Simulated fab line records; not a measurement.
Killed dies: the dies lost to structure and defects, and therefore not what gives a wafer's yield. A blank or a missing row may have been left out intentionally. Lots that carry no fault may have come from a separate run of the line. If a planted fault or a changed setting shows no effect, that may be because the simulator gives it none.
Problem report in the 8D (eight disciplines) form, filled by code | flow rit cmos | the parts of the form that need people (team, actions taken, sign-off) are left out

== 1. THE ISSUE ==
At RIT_CONTACT_SOFTBAKE_04, heater power total W averages 32.60 W over 6 wafers from 2 lots, while fault-free wafers read 34.56 W, standard deviation 0.051. Measured from the usual mean, that is -38 standard deviations.
The step: time 60 s.
The first sign was on wafer L475.2 at day 5 19:38, on litho track-01. Wafers with a number at this step in the record: 36, from 12 lots. The rule behind "out" and "out of limits": a value lying over 4 standard deviations away from the usual mean. Any other wafer with a number is counted as sound.

== 2. WHAT IT IS; WHAT IT IS NOT ==
question                    | is                                 | is not
which readings at this step | heater power total W, plate temp C | -
which lots                  | L475, L476                         | L462, L463, L464, L465, L466, L467, L468, L469, L470, L471
which wafers of those lots  | all that have a number             | -
read on which tools         | litho track-01                     | litho track-02, litho track-03
when                        | from day 5 19:38                   | up to then (30 sound wafers)

== 3. WHAT RULES OUT EACH SUSPECT ==
Counting: a tool at any process step up to the reading remains a suspect when it ran all the lots that are out and ran no sound lot after the first of those.
- litho track-01 at RIT_CONTACT_SOFTBAKE_04 (time 60 s): kept. It processed each lot that is out, first L475 at day 5 19:38, and no sound lot thereafter; up to then, the last sound lot it processed was L470 at day 4 19:18. Its own readings are out on those wafers: heater power total W, plate temp C.
Left after counting: litho track-01 at RIT_CONTACT_SOFTBAKE_04.

== 4. THE CAUSE (what the simulator had put in) ==
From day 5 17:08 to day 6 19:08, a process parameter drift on litho track-01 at RIT_CONTACT_SOFTBAKE_04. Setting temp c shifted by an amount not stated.
This tool alone remained once counting was done.

== 5. SEQUENCE OF EFFECTS, ordered by route ==
Rows list readings where the struck wafers' mean (over those with a number) sits beyond 3 standard deviations from the usual. Readings are gone through only where the record gives a usual standard deviation; hours: the median, over the lots, of the time from a lot's start at the first step in this table giving one to that lot's start at this step; sigmas: the change measured in usual standard deviations.
hours | step                    | reading              | usual   | on struck wafers | change | sigmas
0     | RIT_CONTACT_SOFTBAKE_04 | heater power total W | 34.56 W | 32.60            | -1.96  | -38
0     | RIT_CONTACT_SOFTBAKE_04 | plate temp C         | 90.00 C | 86.25            | -3.75  | -29
It contains these process steps:
- RIT_CONTACT_SOFTBAKE_04: time 60 s.

== 6. HOW IT WOULD HAVE BEEN CAUGHT EARLIER ==
In this record no reading fell out of limits until day 5 19:38, 2 hours after the fault had begun at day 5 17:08.
